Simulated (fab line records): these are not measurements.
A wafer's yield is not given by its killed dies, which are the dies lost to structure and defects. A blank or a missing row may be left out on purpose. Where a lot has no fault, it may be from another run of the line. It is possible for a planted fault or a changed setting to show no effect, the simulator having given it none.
fab line records	flow berkeleyCmos170	part 1 of 2: steps 1 to 39 of 44
record: lots: 7	wafers: 21	lastDay: 13
route steps=331 shown PLDD@154 NLDD@158 SPACER@171 PSD@175 NSD@187 M3@331
lots with no fault: from the same line, run without faults
startH: the number of hours between the record's first day and the start of the first shown wafer of the lot	waitH: time in hours since the lot's previous step	" same as the row above	L1.1+2: a row that stands for several wafers	- either no value or no given start	* or withheld: withheld	< > ~ a bound
route shown NAME@n: names a module that has steps shown in the file, with the first one's number in the route	usual: mean/standard deviation taken from wafers without a fault	same: alike in all rows	chamber/n: place in a boat	sites: per-site readings	_std_site: how widely they spread, as a standard deviation	_edge_site: mean of outer sites minus mean of inner sites	radiusMm: for every site, how far away it sits from the centre of the wafer	mask NAME#n: copy n	behind: the most recent tool/chamber to have shaped the wafer	hold: cause of the lot's hold/its duration in hours/its outcome	device: whichever transistor did not switch (one of n, p or np)	end of line: the route-end tests of the same wafers	a step with no rows: only its recipe	killed: at the first sort, the dies lost to defects and structure; wafer yield is something else	map: per-die view of a wafer (x killed, . not killed, _ where there is no die)
set.NAME: the setting that was run; set.NAME@STEP: the one run at that earlier step	model.NAME: the simulator's own value behind a step, which no gauge read
lots at selected steps of the route; one table per step, one row per wafer
services: a tool's chamber out of use, with start hour (startH, from the record's first day; less than 0 if before it), hours out, and reason
== steps ==
step: UCB170_PLDD_IMPLANT_09
recipe: species: BF2	doseCm2: 5e+13	energyKev: 10	tiltDeg: 7	rotationDeg: 180
step: UCB170_PLDD_STRIP_10
recipe: chemistry: O2	powerW: 400	pressureMtorr: 3500	platenTempC: withheld	o2FlowSccm: 400	overashFraction: 0.5
usual: chamberPressureMTorr: 3499.9/3	drypumpMotorCurrentA: 5.6/0.56	oesProductAu: 0.735/0.0042	stripTimeToEndpointS: 21.62/0.056
lot.wafer	tool	chamber	startH	waitH	chamberPressureMTorr	drypumpMotorCurrentA	oesProductAu	rfHoursCounterH	stripTimeToEndpointS
L183.2	plasmaAsher-01	1	169.93	0.1	3499.6	5.3	0.736	43	21.62
L183.5	"	1	"	"	3500.5	5.3	0.732	-	21.59
L183.6	"	0	"	"	3501.1	5.0	0.738	-	21.63
L184.2	plasmaAsher-01	1	181.95	0.1	3499.9	5.3	0.735	44	21.61
L184.5	"	1	"	"	3502.4	5.3	0.739	-	21.66
L184.6	"	0	"	"	3502.5	5.0	0.737	-	21.58
L192.2	plasmaAsher-01	0	210.54	0.1	3498.9	5.0	0.732	48	21.63
L192.3	"	1	"	"	3498.2	5.3	0.735	-	21.56
L192.6	"	0	"	"	3502.2	5.0	0.735	-	21.62
L190.1	plasmaAsher-03	0	211.21	0.1	3507.5	5.2	0.736	50	21.52
L190.3	"	0	"	"	3503.9	5.2	0.728	-	21.56
L190.6	"	0	"	"	3497.9	5.2	0.737	-	21.48
L189.2	plasmaAsher-03	1	212.05	0.1	3496.7	6.5	0.733	50	21.65
L189.3	"	1	"	"	3501.7	6.4	0.731	-	21.70
L189.5	"	1	"	"	3500.7	6.4	0.730	-	21.60
L202.1	plasmaAsher-03	0	247.33	0.1	3498.3	5.2	0.743	55	21.58
L202.3	"	1	"	"	3495.0	6.5	0.732	-	21.57
L202.6	"	1	"	"	3500.2	6.4	0.735	-	21.56
L206.1	plasmaAsher-04	1	274.56	0.1	3502.5	5.3	0.733	19	21.72
L206.2	"	0	"	"	3502.7	6.2	0.730	19	21.70
L206.6	"	0	"	"	3497.2	6.2	0.736	-	21.71
step: UCB170_PLDD_TW_MEAS_11
usual: PLDD_TW: 1016/9.1
lot.wafer	tool	chamber	startH	waitH	PLDD_TW
L183.2	filmMetro-03	-	170.06	0.1	1008
L183.5	"	-	"	"	1006
L183.6	"	-	"	"	1006
L184.2	filmMetro-01	-	182.06	0.1	1019
L184.5	"	-	"	"	1018
L184.6	"	-	"	"	1021
L192.2	filmMetro-04	-	210.65	0.1	1026
L192.3	"	-	"	"	1033
L192.6	"	-	"	"	1031
L190.1	filmMetro-03	-	211.31	0.1	1002
L190.3	"	-	"	"	1006
L190.6	"	-	"	"	1004
L189.2	filmMetro-01	-	212.16	0.1	1027
L189.3	"	-	"	"	1025
L189.5	"	-	"	"	1024
L202.1	filmMetro-04	-	247.43	0.1	1019
L202.3	"	-	"	"	1020
L202.6	"	-	"	"	1027
L206.1	filmMetro-03	-	274.66	0.1	1003
L206.2	"	-	"	"	1004
L206.6	"	-	"	"	1003
step: UCB170_PLDD_CLEAN_12
recipe: chemistry: SPM	tempC: 120	timeS: 600
step: UCB170_NLDD_HMDS_00
recipe: primeTimeS: 60	primeTempC: 100
step: UCB170_NLDD_COAT_01
recipe: resist: KrF	spinRpm: 1500	resistThkNm: 900
step: UCB170_NLDD_SOFTBAKE_02
recipe: resist: KrF	tempC: 130	timeS: 60
step: UCB170_NLDD_EXPOSE_03
recipe: maskId: NSELECT	na: 0.5	sigmaOuter: 0.6	sourceShape: conventional	targetCdNm: 1200	doseMj: 30
step: UCB170_NLDD_PEB_04
recipe: pebTempC: 130	pebTimeS: withheld	resist: KrF
step: UCB170_NLDD_DEVELOP_05
recipe: developer: TMAH	developTimeS: 45	resist: KrF	devTempC: 21
step: UCB170_NLDD_CD_MEAS_06
recipe: targetCdNm: 1200
usual: cdNm: 1200.2/1.5
lot.wafer	tool	chamber	startH	waitH	cdNm
L183.2	cdSem-01	-	173.45	-	1198.6
L183.5	"	-	"	"	1197.3
L183.6	"	-	"	"	1197.3
L184.2	cdSem-01	-	183.46	-	1200.4
L184.5	"	-	"	"	1202.1
L184.6	"	-	"	"	1200.9
L192.2	cdSem-02	-	212.59	-	1202.1
L192.3	"	-	"	"	1201.2
L192.6	"	-	"	"	1202.1
L190.1	cdSem-02	-	213.29	-	1200.8
L190.3	"	-	"	"	1202.3
L190.6	"	-	"	"	1202.6
L189.2	cdSem-02	-	215.43	-	1199.0
L189.3	"	-	"	"	1198.5
L189.5	"	-	"	"	1198.7
L202.1	cdSem-01	-	250.73	-	1200.5
L202.3	"	-	"	"	1201.8
L202.6	"	-	"	"	1200.1
L206.1	cdSem-02	-	277.72	-	1199.9
L206.2	"	-	"	"	1199.2
L206.6	"	-	"	"	1200.1
step: UCB170_NLDD_OVL_MEAS_07
usual: NLDD_OVL: -3/6.2
lot.wafer	tool	chamber	startH	waitH	NLDD_OVL[nm]
L183.2	overlay-02	-	173.55	0.1	-6
L183.5	"	-	"	"	-10
L183.6	"	-	"	"	0
L184.2	overlay-01	-	183.56	0.1	-6
L184.5	"	-	"	"	-16
L184.6	"	-	"	"	-1
L192.2	overlay-02	-	212.69	0.1	-8
L192.3	"	-	"	"	-12
L192.6	"	-	"	"	-1
L190.1	overlay-02	-	213.41	0.1	2
L190.3	"	-	"	"	4
L190.6	"	-	"	"	-7
L189.2	overlay-02	-	215.53	0.1	-3
L189.3	"	-	"	"	-8
L189.5	"	-	"	"	-8
L202.1	overlay-02	-	250.85	0.1	-7
L202.3	"	-	"	"	-6
L202.6	"	-	"	"	-6
L206.1	overlay-02	-	277.84	0.1	7
L206.2	"	-	"	"	6
L206.6	"	-	"	"	7
step: UCB170_NLDD_IMPLANT_08
recipe: species: As	doseCm2: 5e+13	energyKev: 30	tiltDeg: 7	rotationDeg: 0
usual: doseIonsCm2: 5e+13/5.8e+10	faradayCurrentUA: 158.6/2.9
lot.wafer	tool	chamber	startH	waitH	doseIonsCm2	faradayCurrentUA
L183.2	implanter-02	0	173.61	0.0	4.991e+13	156.0
L183.5	"	0	"	"	4.992e+13	155.8
L183.6	"	0	"	"	4.998e+13	162.9
L184.2	implanter-03	0	183.62	0.0	5.006e+13	153.5
L184.5	"	0	"	"	5.008e+13	164.8
L184.6	"	0	"	"	5.005e+13	157.4
L192.2	implanter-03	0	212.75	0.0	3.344e+13	106.5
L192.3	"	0	"	"	3.356e+13	102.9
L192.6	"	0	"	"	3.346e+13	106.3
L190.1	implanter-03	0	213.45	0.0	3.344e+13	104.9
L190.3	"	0	"	"	3.348e+13	107.2
L190.6	"	0	"	"	3.348e+13	107.0
L189.2	implanter-03	0	215.59	0.0	3.357e+13	108.7
L189.3	"	0	"	"	3.342e+13	105.9
L189.5	"	0	"	"	3.353e+13	106.7
L202.1	implanter-04	0	250.88	0.0	5.011e+13	156.0
L202.3	"	0	"	"	5.003e+13	159.8
L202.6	"	0	"	"	5.007e+13	160.6
L206.1	implanter-02	0	277.88	0.0	5.006e+13	164.9
L206.2	"	0	"	"	4.994e+13	159.7
L206.6	"	0	"	"	5.004e+13	157.7
step: UCB170_NLDD_IMPLANT_09
recipe: species: As	doseCm2: 5e+13	energyKev: 30	tiltDeg: 7	rotationDeg: 180
step: UCB170_NLDD_STRIP_10
recipe: chemistry: O2	powerW: 400	pressureMtorr: 3500	platenTempC: withheld	o2FlowSccm: 400	overashFraction: 0.5
usual: chamberPressureMTorr: 3500/3.4	drypumpMotorCurrentA: 5.6/0.57	oesProductAu: 0.734/0.0047	stripTimeToEndpointS: 21.62/0.059
lot.wafer	tool	chamber	startH	waitH	chamberPressureMTorr	drypumpMotorCurrentA	oesProductAu	rfHoursCounterH	stripTimeToEndpointS
L183.2	plasmaAsher-04	1	173.88	0.1	3501	5.3	0.735	7	21.72
L183.5	"	0	"	"	3501	6.2	0.736	-	21.71
L183.6	"	1	"	"	3502	5.4	0.735	-	21.68
L184.2	plasmaAsher-04	1	183.89	0.1	3504	5.3	0.729	8	21.55
L184.5	"	1	"	"	3507	5.3	0.723	-	21.59
L184.6	"	0	"	"	3503	6.2	0.731	-	21.68
L192.2	plasmaAsher-02	1	213.02	0.1	3494	5.7	0.735	37	21.61
L192.3	"	0	"	"	3502	4.8	0.739	-	21.63
L192.6	"	0	"	"	3499	4.8	0.733	-	21.63
L190.1	plasmaAsher-03	0	213.75	0.1	3502	5.2	0.737	50	21.69
L190.3	"	0	"	"	3499	5.2	0.733	-	21.66
L190.6	"	1	"	"	3501	6.5	0.736	-	21.69
L189.2	plasmaAsher-03	1	215.86	0.1	3501	6.5	0.738	51	21.49
L189.3	"	0	"	"	3495	5.2	0.732	-	21.54
L189.5	"	1	"	"	3499	6.4	0.737	-	21.56
L202.1	plasmaAsher-03	0	251.18	0.1	3504	5.2	0.738	56	21.59
L202.3	"	0	"	"	3498	5.2	0.730	-	21.50
L202.6	"	0	"	"	3496	5.2	0.733	-	21.49
L206.1	plasmaAsher-03	1	278.18	0.1	3499	6.5	0.729	59	21.61
L206.2	"	0	"	"	3499	5.2	0.741	59	21.65
L206.6	"	0	"	"	3503	5.2	0.726	-	21.54
step: UCB170_NLDD_TW_MEAS_11
usual: NLDD_TW: 2233/19
lot.wafer	tool	chamber	startH	waitH	NLDD_TW
L183.2	filmMetro-03	-	173.99	0.1	2206
L183.5	"	-	"	"	2203
L183.6	"	-	"	"	2213
L184.2	filmMetro-04	-	184.00	0.1	2259
L184.5	"	-	"	"	2260
L184.6	"	-	"	"	2260
L192.2	filmMetro-03	-	213.13	0.1	2108
L192.3	"	-	"	"	2100
L192.6	"	-	"	"	2114
L190.1	filmMetro-03	-	213.85	0.1	2115
L190.3	"	-	"	"	2098
L190.6	"	-	"	"	2102
L189.2	filmMetro-04	-	215.97	0.1	2159
L189.3	"	-	"	"	2162
L189.5	"	-	"	"	2151
L202.1	filmMetro-04	-	251.28	0.1	2239
L202.3	"	-	"	"	2253
L202.6	"	-	"	"	2248
L206.1	filmMetro-01	-	278.28	0.1	2238
L206.2	"	-	"	"	2241
L206.6	"	-	"	"	2254
step: UCB170_NLDD_CLEAN_12
recipe: chemistry: SPM	tempC: 120	timeS: 600
step: UCB170_SPACER_CVD_00
recipe: material: SiO2	targetThkNm: 376	tempC: 390	precursor: TEOS/O2	timeS: 47	rfW: 550	pressureMtorr: 9000
usual: heaterPowerW: 262/55	rfFwdPowerW: 543.5/2.6	susceptorTempC: 390.01/0.23
lot.wafer	tool	chamber	startH	waitH	heaterPowerW	rfFwdPowerW	susceptorTempC
L183.2	pecvd-03	0	174.35	0.0	269	546.2	389.97
L183.5	"	1	"	"	226	544.5	389.69
L183.6	"	0	"	"	182	543.9	389.97
L184.2	pecvd-03	0	184.23	0.0	228	545.4	390.02
L184.5	"	0	"	"	243	545.7	389.88
L184.6	"	2	"	"	374	545.9	390.00
L192.2	pecvd-04	1	213.36	0.0	304	541.2	390.12
L192.3	"	2	"	"	284	547.4	389.97
L192.6	"	0	"	"	218	547.2	389.30
L190.1	pecvd-01	1	214.26	0.0	181	541.9	390.09
L190.3	"	2	"	"	162	542.6	389.49
L190.6	"	0	"	"	276	541.6	390.36
L189.2	pecvd-03	2	216.37	0.0	368	547.4	390.38
L189.3	"	1	"	"	249	545.3	390.08
L189.5	"	2	"	"	370	545.4	390.63
L202.1	pecvd-03	2	251.52	0.0	385	544.6	389.66
L202.3	"	1	"	"	257	543.1	390.32
L202.6	"	2	"	"	280	548.4	389.46
L206.1	pecvd-04	1	278.57	0.0	315	546.0	390.20
L206.2	"	2	"	"	224	543.0	389.83
L206.6	"	1	"	"	320	546.2	390.14
step: UCB170_SPACER_THK_MEAS_01
recipe: reads: SiO2_of_SPACER_CVD_00
usual: SPACER_TEOS_THK: 378/4.3
lot.wafer	tool	chamber	startH	waitH	SPACER_TEOS_THK[nm]
L183.2	filmMetro-01	-	174.41	0.0	378
L183.5	"	-	"	"	378
L183.6	"	-	"	"	383
L184.2	filmMetro-01	-	184.28	0.0	372
L184.5	"	-	"	"	380
L184.6	"	-	"	"	379
L192.2	filmMetro-02	-	213.41	0.0	371
L192.3	"	-	"	"	373
L192.6	"	-	"	"	378
L190.1	filmMetro-03	-	214.30	0.0	375
L190.3	"	-	"	"	375
L190.6	"	-	"	"	383
L189.2	filmMetro-03	-	216.43	0.0	377
L189.3	"	-	"	"	373
L189.5	"	-	"	"	382
L202.1	filmMetro-01	-	251.56	0.0	374
L202.3	"	-	"	"	373
L202.6	"	-	"	"	382
L206.1	filmMetro-02	-	278.62	0.0	369
L206.2	"	-	"	"	375
L206.6	"	-	"	"	372
step: UCB170_SPACER_ANNEAL_02
recipe: tempC: 900	timeS: 1800	ambient: N2
step: UCB170_SPACER_ETCHBACK_03
recipe: stopOn: Si	target: SiO2	chemistry: CHF3/CF4/Ar	CHF3_flow_sccm: 50	cf4FlowSccm: 10	Ar_flow_sccm: 120	pressureMtorr: 200	rfW: 500	targetDepthA: 3760	timeS: 100
usual: chamberPressureMTorr: 199.99/0.15	drypumpMotorCurrentA: 5.9/0.45	oesProductAu: 0.908/0.016	rfFwdPowerW: 497.0/1.6	throttleValvePct: 6.47/0.1
lot.wafer	tool	chamber	startH	waitH	chamberPressureMTorr	drypumpMotorCurrentA	oesProductAu	rfFwdPowerW	rfHoursCounterH	throttleValvePct
L183.2	rieDiel-02	0	177.07	0.0	200.00	5.0	0.890	499.6	13	6.48
L183.5	"	0	"	"	200.09	5.0	0.896	498.8	-	6.49
L183.6	"	3	"	"	199.90	5.6	0.922	496.0	-	6.51
L184.2	rieDiel-03	1	190.86	0.0	200.21	5.9	0.900	497.3	5	6.63
L184.5	"	2	"	"	200.11	6.2	0.904	495.1	-	6.36
L184.6	"	1	"	"	199.98	5.9	0.911	497.4	-	6.61
L190.1	rieDiel-02	3	217.22	0.0	200.31	5.6	0.915	495.8	89	6.49
L190.3	"	0	"	"	199.92	5.0	0.884	495.1	14	6.49
L190.6	"	1	"	"	199.82	6.5	0.929	496.4	-	6.41
L192.2	rieDiel-01	0	217.22	0.0	200.06	5.9	0.908	498.2	1	6.66
L192.3	"	2	"	"	199.76	6.5	0.897	495.4	82	6.51
L192.6	"	1	"	"	200.00	6.0	0.897	498.4	-	6.44
L189.2	rieDiel-01	3	221.19	0.0	199.92	5.8	0.875	499.5	11	6.35
L189.3	"	0	"	"	199.98	5.9	0.916	498.6	2	6.67
L189.5	"	0	"	"	199.87	5.9	0.924	496.6	-	6.67
L202.1	rieDiel-03	2	258.13	0.0	199.81	6.2	0.898	495.8	122	6.33
L202.3	"	3	"	"	200.22	5.7	0.902	499.7	23	6.51
L202.6	"	1	"	"	199.84	5.9	0.911	497.0	-	6.61
L206.1	rieDiel-02	0	281.83	0.0	199.99	5.0	0.877	498.1	17	6.49
L206.2	"	1	"	"	200.05	6.5	0.912	493.8	113	6.41
L206.6	"	0	"	"	200.02	5.0	0.880	498.7	-	6.49
step: UCB170_PSD_HMDS_00
recipe: primeTimeS: 60	primeTempC: 100
step: UCB170_PSD_COAT_01
recipe: resist: KrF	spinRpm: 1500	resistThkNm: 900
step: UCB170_PSD_SOFTBAKE_02
recipe: resist: KrF	tempC: 130	timeS: 60
step: UCB170_PSD_EXPOSE_03
recipe: maskId: PSELECT_MOD	na: 0.5	sigmaOuter: 0.6	sourceShape: conventional	targetCdNm: 1200	doseMj: 30
step: UCB170_PSD_PEB_04
recipe: pebTempC: 130	pebTimeS: withheld	resist: KrF
step: UCB170_PSD_DEVELOP_05
recipe: developer: TMAH	developTimeS: 45	resist: KrF	devTempC: 21
step: UCB170_PSD_CD_MEAS_06
recipe: targetCdNm: 1200
usual: cdNm: 1199.7/1.5
lot.wafer	tool	chamber	startH	waitH	cdNm
L183.2	cdSem-01	-	179.00	-	1200.1
L183.5	"	-	"	"	1198.4
L183.6	"	-	"	"	1200.8
L184.2	cdSem-02	-	192.13	-	1200.1
L184.5	"	-	"	"	1201.3
L184.6	"	-	"	"	1199.3
L190.1	cdSem-02	-	218.76	-	1201.0
L190.3	"	-	"	"	1199.9
L190.6	"	-	"	"	1200.6
L192.2	cdSem-01	-	219.05	-	1197.9
L192.3	"	-	"	"	1197.3
L192.6	"	-	"	"	1196.5
L189.2	cdSem-02	-	222.12	-	1200.0
L189.3	"	-	"	"	1201.5
L189.5	"	-	"	"	1201.4
L202.1	cdSem-02	-	259.56	-	1199.3
L202.3	"	-	"	"	1200.0
L202.6	"	-	"	"	1199.9
L206.1	cdSem-02	-	283.17	-	1201.9
L206.2	"	-	"	"	1202.8
L206.6	"	-	"	"	1201.9
step: UCB170_PSD_OVL_MEAS_07
usual: PSD_OVL: 3/5.8
lot.wafer	tool	chamber	startH	waitH	PSD_OVL[nm]
L183.2	overlay-01	-	179.10	0.1	-6
L183.5	"	-	"	"	4
L183.6	"	-	"	"	-3
L184.2	overlay-01	-	192.23	0.1	3
L184.5	"	-	"	"	3
L184.6	"	-	"	"	5
L190.1	overlay-02	-	218.88	0.1	13
L190.3	"	-	"	"	16
L190.6	"	-	"	"	6
L192.2	overlay-01	-	219.16	0.1	3
L192.3	"	-	"	"	4
L192.6	"	-	"	"	-2
L189.2	overlay-01	-	222.23	0.1	14
L189.3	"	-	"	"	4
L189.5	"	-	"	"	6
L202.1	overlay-02	-	259.68	0.1	6
L202.3	"	-	"	"	11
L202.6	"	-	"	"	-1
L206.1	overlay-02	-	283.29	0.1	3
L206.2	"	-	"	"	-2
L206.6	"	-	"	"	3
step: UCB170_PSD_IMPLANT_08
recipe: species: B	doseCm2: 3e+15	energyKev: 20	tiltDeg: 7
step: UCB170_PSD_STRIP_09
recipe: chemistry: O2	powerW: 400	pressureMtorr: 3500	platenTempC: withheld	o2FlowSccm: 400	overashFraction: 0.5
usual: chamberPressureMTorr: 3500/3.2	drypumpMotorCurrentA: 5.4/0.55	oesProductAu: 0.599/0.0042	stripTimeToEndpointS: 29.37/0.085
lot.wafer	tool	chamber	startH	waitH	chamberPressureMTorr	drypumpMotorCurrentA	oesProductAu	rfHoursCounterH	stripTimeToEndpointS
L183.2	plasmaAsher-03	0	179.28	0.1	3502	5.2	0.595	46	29.38
L183.5	"	1	"	"	3491	6.4	0.600	-	29.37
L183.6	"	0	"	"	3503	5.2	0.597	-	29.50
L184.2	plasmaAsher-01	1	192.41	0.1	3504	5.3	0.595	46	29.44
L184.5	"	1	"	"	3502	5.3	0.598	-	29.43
L184.6	"	0	"	"	3501	5.0	0.595	-	29.49
L190.1	plasmaAsher-03	1	219.06	0.1	3507	6.4	0.596	51	29.31
L190.3	"	0	"	"	3504	5.2	0.602	-	29.36
L190.6	"	0	"	"	3498	5.2	0.598	-	29.37
L192.2	plasmaAsher-01	1	219.34	0.1	3498	5.3	0.599	49	29.39
L192.3	"	0	"	"	3501	5.0	0.595	-	29.36
L192.6	"	1	"	"	3499	5.3	0.605	-	29.26
L189.2	plasmaAsher-03	0	222.41	0.1	3504	5.2	0.595	52	29.38
L189.3	"	1	"	"	3499	6.4	0.599	-	29.43
L189.5	"	0	"	"	3500	5.2	0.600	-	29.33
L202.1	plasmaAsher-02	0	259.87	0.1	3501	4.8	0.598	43	29.33
L202.3	"	0	"	"	3497	4.8	0.599	-	29.21
L202.6	"	1	"	"	3500	5.7	0.598	-	29.34
L206.1	plasmaAsher-03	1	283.48	0.1	3504	6.5	0.598	60	29.24
L206.2	"	0	"	"	3500	5.2	0.592	60	29.33
L206.6	"	1	"	"	3506	6.5	0.601	-	29.34
step: UCB170_PSD_TW_MEAS_10
usual: PSD_TW: 2346/20
lot.wafer	tool	chamber	startH	waitH	PSD_TW
L183.2	filmMetro-03	-	179.39	0.1	2316
L183.5	"	-	"	"	2311
L183.6	"	-	"	"	2326
L184.2	filmMetro-01	-	192.52	0.1	2336
L184.5	"	-	"	"	2348
L184.6	"	-	"	"	2352
L190.1	filmMetro-03	-	219.16	0.1	2314
L190.3	"	-	"	"	2315
L190.6	"	-	"	"	2339
L192.2	filmMetro-01	-	219.45	0.1	2344
L192.3	"	-	"	"	2336
L192.6	"	-	"	"	2338
L189.2	filmMetro-04	-	222.52	0.1	2372
L189.3	"	-	"	"	2363
L189.5	"	-	"	"	2363
L202.1	filmMetro-01	-	259.97	0.1	2362
L202.3	"	-	"	"	2353
L202.6	"	-	"	"	2362
L206.1	filmMetro-04	-	283.58	0.1	2370
L206.2	"	-	"	"	2358
L206.6	"	-	"	"	2355
step: UCB170_PSD_CLEAN_11
recipe: chemistry: SPM	tempC: 120	timeS: 600
step: UCB170_NSD_HMDS_00
recipe: primeTimeS: 60	primeTempC: 100
step: UCB170_NSD_COAT_01
recipe: resist: KrF	spinRpm: 1500	resistThkNm: 900
step: UCB170_NSD_SOFTBAKE_02
recipe: resist: KrF	tempC: 130	timeS: 60
step: UCB170_NSD_EXPOSE_03
recipe: maskId: NSELECT_MOD	na: 0.5	sigmaOuter: 0.6	sourceShape: conventional	targetCdNm: 1200	doseMj: 30
step: UCB170_NSD_PEB_04
recipe: pebTempC: 130	pebTimeS: withheld	resist: KrF
step: UCB170_NSD_DEVELOP_05
recipe: developer: TMAH	developTimeS: 45	resist: KrF	devTempC: 21
== key ==
firstSign: step: UCB170_NLDD_IMPLANT_08	reading: doseIonsCm2	direction: down	sigmas: 99+	usual: 5e+13	struck: 3.349e+13
effect: step: UCB170_NLDD_IMPLANT_08	reading: faradayCurrentUA	direction: down	sigmas: 18	usual: 158.6	struck: 106.2
effect: step: UCB170_NLDD_TW_MEAS_11	reading: NLDD_TW	direction: down	sigmas: 5.7	usual: 2233	struck: 2123
effect: step: UCB170_SDANNEAL_RS_MEAS_05	reading: NLDD_RS	direction: up	sigmas: 47	usual: 616.1	struck: 695.7
modelEffect: step: UCB170_M3_PROBE_99	value: etest.nldd.lineOhmUm	without: 1269	struck: 1475
metAt UCB170_NLDD_IMPLANT_08
struckWafers L189.2,L189.3,L189.5,L190.1,L190.3,L190.6,L192.2,L192.3,L192.6
testerLeftOut L189,L190,L192
onsetBetween 183.62 212.75
fault: kind: processParameterDrift	tool: implanter-03	chamber: -	onsetH: 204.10	steps: UCB170_NLDD_IMPLANT_08	channel: doseCm2	offset: -1.65e+13	shape: step	endH: 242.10	actsIn: theseRecipesOnly	stated: 5e+13
testerLeftOut: of these lots the tester's yield and bins aren't shown, on N5 and GAA mostly nor the transistor test; their killed dies are dies lost to structure and defects alone, not to doping, threshold or leakage, so they don't give the yield
